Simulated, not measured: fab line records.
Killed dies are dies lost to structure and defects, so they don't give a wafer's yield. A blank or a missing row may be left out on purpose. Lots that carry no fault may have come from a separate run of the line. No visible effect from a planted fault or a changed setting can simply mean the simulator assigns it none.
A lot that was struck, set against a sound lot | flow rit-cmos | 19 steps out of a route of 202
Sound: wafers L714.1, L714.2, L714.5. Wafers L721.2, L721.3, L721.6 were the ones struck. The cause is given at the end.
For every step that has rows: the tool of each side, followed by ch and its chambers, followed by its first start. Under that, the readings that differ: sound wafers | struck wafers | difference of the means | sigmas: that difference in standard deviations of wafers without a fault.
alike: readings whose means differ by less than 2 such deviations, and words and numbers that are the same on both sides. not compared: withheld readings, readings that some wafer has no value for, bounds like >300 that may hide the same value, and numbers for which the record gives no deviation and whose values overlap.
The two part at a step that has a row with sigmas, a row that says differs or no value, or rows on one side only. When numbers do not overlap yet have no deviation, they are printed without sigmas and do not part them. A reading that every wafer of one side lacks parts them only if that side has two wafers or more.

first, 1 step without rows for these wafers: RIT_SILICIDE_WET_ETCH_00 (etches SiO2 in BOE, target depth 14 nm, time 15 s).
RIT_SILICIDE_SPUTTER_01: material Ti, target thk 30 nm, time 240 s.
  struck on pvd-sputter-03, day 7 11:19; sound on pvd-sputter-01, day 6 02:17
  alike: throttle-valve-pct
RIT_SILICIDE_RS_MEAS_02: measures by four-point-probe.
  struck on film-metro-04, day 7 11:29; sound on film-metro-04, day 6 02:26
  alike: SILICIDE_TI_RS
RIT_SILICIDE_THK_MEAS_03: measures by xrf.
  struck on film-metro-04, day 7 11:35; sound on film-metro-04, day 6 02:33
  alike: SILICIDE_TI_THK
RIT_SILICIDE_RTA_04: time 10 s, ramp up 5 s, ramp down 5 s.
  sound on rtp-anneal-02 ch 0, day 6 02:37; struck on rtp-anneal-01 ch 0, day 7 11:39
  alike: wafer_temp_C_max
then, 1 step without rows for these wafers: RIT_SILICIDE_WET_ETCH_05 (etches Ti in SPM, time 120 s).
RIT_SILICIDE_RTA_06: time 10 s, ramp up 5 s, ramp down 10 s.
  sound on rtp-anneal-01 ch 0, day 6 02:43; struck on rtp-anneal-02 ch 0, day 7 11:46
  alike: wafer_temp_C_max
RIT_CONTACT_CVD_00: deposits SiO2 from TEOS, target thk 400 nm, time 61 s.
  sound on pecvd-04 ch 1,2, day 6 02:47; struck on pecvd-04 ch 0,1,2, day 7 11:49
  alike: heater-power-w
RIT_CONTACT_THK_MEAS_01:
  struck on film-metro-03, day 7 11:53; sound on film-metro-03, day 6 02:50
  alike: CONTACT_TEOS_THK
then, 3 steps without rows for these wafers: RIT_CONTACT_HMDS_02 (prime time 60 s); RIT_CONTACT_COAT_03 (resist thk 1000 nm); RIT_CONTACT_SOFTBAKE_04 (time 60 s).
RIT_CONTACT_EXPOSE_05: exposes mask M11, target cd 1000 nm.
  sound on iline-stepper-02 ch 0, day 6 03:28; struck on iline-stepper-01 ch 0, day 7 12:24
  reading                         | sound                | struck            | difference | sigmas
  model.CONTACT.overlay-x-nm (nm) | 0.8442 0.8442 0.8442 | 5.621 5.621 5.621 | +4.777     |
  alike: mask
then, 2 steps without rows for these wafers: RIT_CONTACT_PEB_06; RIT_CONTACT_DEVELOP_07 (develop time 120 s).
RIT_CONTACT_CD_MEAS_08: target cd 1000 nm.
  struck on cd-sem-01, day 7 12:55; sound on cd-sem-02, day 6 03:59
  alike: cd-nm
RIT_CONTACT_OVL_MEAS_09:
  struck on overlay-01, day 7 13:01; sound on overlay-01, day 6 04:07
  reading          | sound       | struck      | difference | sigmas
  CONTACT_OVL (nm) | 1.1 0.8 1.3 | 4.8 5.1 7.4 | +4.7       | +3
then, 1 step without rows for these wafers: RIT_CONTACT_HARDBAKE_10 (time 60 s).
RIT_M1_PROBE_99:
  struck on prober-01, day 7 18:10; sound on prober-02, day 6 09:42
  reading                                    | sound             | struck           | difference | sigmas
  model.etest.contact-to-gate.bv-right-v (V) | 91.19 92.84 89.34 | 87.5 87.45 87.14 | -3.8       |
  alike: killed_at_M0_to_M3, killed-at-front-end, killed-dies, killed-open, killed-short
  not compared: model.etest.contact-to-gate.bv-left-v

## WHERE THEY PART
Within this record, at RIT_CONTACT_OVL_MEAS_09 only. Later steps at which nothing parts them and some readings are alike: RIT_M1_PROBE_99.

WHY: whatever the simulator had introduced
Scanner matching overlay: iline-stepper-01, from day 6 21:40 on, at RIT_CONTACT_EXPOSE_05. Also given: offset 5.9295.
